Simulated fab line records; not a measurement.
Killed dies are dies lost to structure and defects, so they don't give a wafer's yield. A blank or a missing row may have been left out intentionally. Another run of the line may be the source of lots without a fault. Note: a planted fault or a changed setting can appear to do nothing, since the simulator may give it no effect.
A struck lot beside a sound one || flow rit-cmos || 34 out of 202 route steps
Sound: wafers L481.1, L481.3, L481.4. Struck: wafers L482.1, L482.3, L482.4. At the end, the cause is stated.
At each step with rows: each side's tool, then ch and its chambers, then its first start. Under that, the readings that differ: sound wafers || struck wafers || difference of the means || sigmas: that difference in standard deviations of wafers without a fault.
alike: readings whose means differ by less than 2 such deviations, and words and numbers that are the same on both sides. not compared: withheld readings, readings that some wafer has no value for, bounds like >300 that may hide the same value, and numbers for which the record gives no deviation and whose values overlap.
The two part at a step that has a row with sigmas, a row that says differs or no value, or rows on one side only. Numbers that have no deviation but don't overlap get no sigmas and don't part them. A reading that every wafer of one side lacks parts them only if that side has two wafers or more.

first, 2 steps without rows for these wafers: RIT_SPACER_CLEAN_02 (cleans in SC2, time 600 s); RIT_SPACER_CVD_03 (deposits Si3N4 from SiH2Cl2/NH3, target thk 250 nm, time 3300 s).
RIT_SPACER_THK_MEAS_04:
  sound on film-metro-03, day 4 03:03; struck on film-metro-01, day 4 12:20
  alike: SPACER_NITRIDE_THK
RIT_SPACER_ETCHBACK_05: etches Si3N4 in SF6/CHF3, stops on SiO2, target depth 250 nm, time 240 s.
  sound on rie-diel-03 ch 0,2,3, day 4 03:07; struck on rie-diel-03 ch 0,2,3, day 4 12:23
  alike: CHF3_flow_sccm, drypump-motor-current-A, oes-product-au, rf-hours-counter-h, throttle-valve-pct
then, 6 steps without rows for these wafers: RIT_NSD_HMDS_00 (prime time 60 s); RIT_NSD_COAT_01 (resist thk 1000 nm); RIT_NSD_SOFTBAKE_02 (time 60 s); RIT_NSD_EXPOSE_03 (exposes mask M9, target cd 40700 nm); RIT_NSD_PEB_04; RIT_NSD_DEVELOP_05 (develop time 50 s).
RIT_NSD_OVL_MEAS_06:
  sound on overlay-01, day 4 04:14; struck on overlay-02, day 4 13:31
  alike: NSD_OVL
then, 1 step without rows for these wafers: RIT_NSD_HARDBAKE_07 (time 60 s).
RIT_NSD_IMPLANT_08:
  sound on implanter-01 ch 0, day 4 04:25; struck on implanter-01 ch 0, day 4 14:01
  alike: faraday-current-uA
RIT_NSD_STRIP_09: strips in O2, time 180 s.
  sound on plasma-asher-04 ch 0,1, day 4 04:34; struck on plasma-asher-04 ch 0,1, day 4 14:10
  alike: drypump-motor-current-A
  not compared: rf-hours-counter-h
RIT_NSD_TW_MEAS_10:
  sound on film-metro-01, day 4 04:45; struck on film-metro-02, day 4 14:20
{"reading": "NSD_TW", "sound": "3112 3144 3142", "struck": "3494 3496 3520", "difference": "+371", "sigmas": "+10"}
then, 6 steps without rows for these wafers: RIT_PSD_HMDS_00 (prime time 60 s); RIT_PSD_COAT_01 (resist thk 1000 nm); RIT_PSD_SOFTBAKE_02 (time 60 s); RIT_PSD_EXPOSE_03 (exposes mask M10, target cd 40900 nm); RIT_PSD_PEB_04; RIT_PSD_DEVELOP_05 (develop time 50 s).
RIT_PSD_OVL_MEAS_06:
  sound on overlay-02, day 4 05:47; struck on overlay-02, day 4 15:15
  alike: PSD_OVL
then, 2 steps without rows for these wafers: RIT_PSD_HARDBAKE_07 (time 60 s); RIT_PSD_IMPLANT_08.
RIT_PSD_STRIP_09: strips in O2, time 180 s.
  sound on plasma-asher-01 ch 0,1, day 4 06:07; struck on plasma-asher-03 ch 0,1, day 4 15:35
  alike: drypump-motor-current-A
  not compared: rf-hours-counter-h
RIT_PSD_TW_MEAS_10:
  sound on film-metro-04, day 4 06:17; struck on film-metro-02, day 4 15:46
  alike: PSD_TW
then, 3 steps without rows for these wafers: RIT_SDANNEAL_CLEAN_00 (cleans in SC1, time 600 s); RIT_SDANNEAL_CLEAN_01 (cleans in dHF, time 30 s); RIT_SDANNEAL_CLEAN_02 (cleans in SC2, time 600 s).
RIT_SDANNEAL_RTA_03: time 5 s.
  sound on rtp-anneal-02 ch 0, day 4 06:43; struck on rtp-anneal-01 ch 0, day 4 16:11
  alike: chamber-o2-ppm, wafer_temp_C_max
RIT_SDANNEAL_RS_MEAS_04: uses a four-point probe to measure.
  sound on film-metro-04, day 4 06:47; struck on film-metro-04, day 4 16:19
  alike: PSD_RS
RIT_SDANNEAL_RS_MEAS_05: uses a four-point probe to measure.
  sound on film-metro-04, day 4 06:54; struck on film-metro-04, day 4 16:26
{"reading": "NSD_RS (ohm/sq)", "sound": "84.5 84.6 84.5", "struck": "52.2 52.5 52.2", "difference": -32.2, "sigmas": "-99 or more"}
RIT_SDANNEAL_RS_MEAS_06: uses a four-point probe to measure.
  sound on film-metro-04, day 4 07:01; struck on film-metro-04, day 4 16:33
  alike: PLDD_RS
RIT_M1_PROBE_99:
  sound on prober-01, day 4 14:02; struck on prober-02, day 4 23:46
{"reading": "killed_at_M0_to_M3", "sound": "0 0 2", "struck": "0 0 0", "difference": -1, "sigmas": -3}
  alike: killed-at-front-end, killed-dies, killed-open, killed-short

== WHERE THEY PART ==
At RIT_NSD_TW_MEAS_10 first; at RIT_M1_PROBE_99 last (within this record only).

WHY: what had been put in by the simulator
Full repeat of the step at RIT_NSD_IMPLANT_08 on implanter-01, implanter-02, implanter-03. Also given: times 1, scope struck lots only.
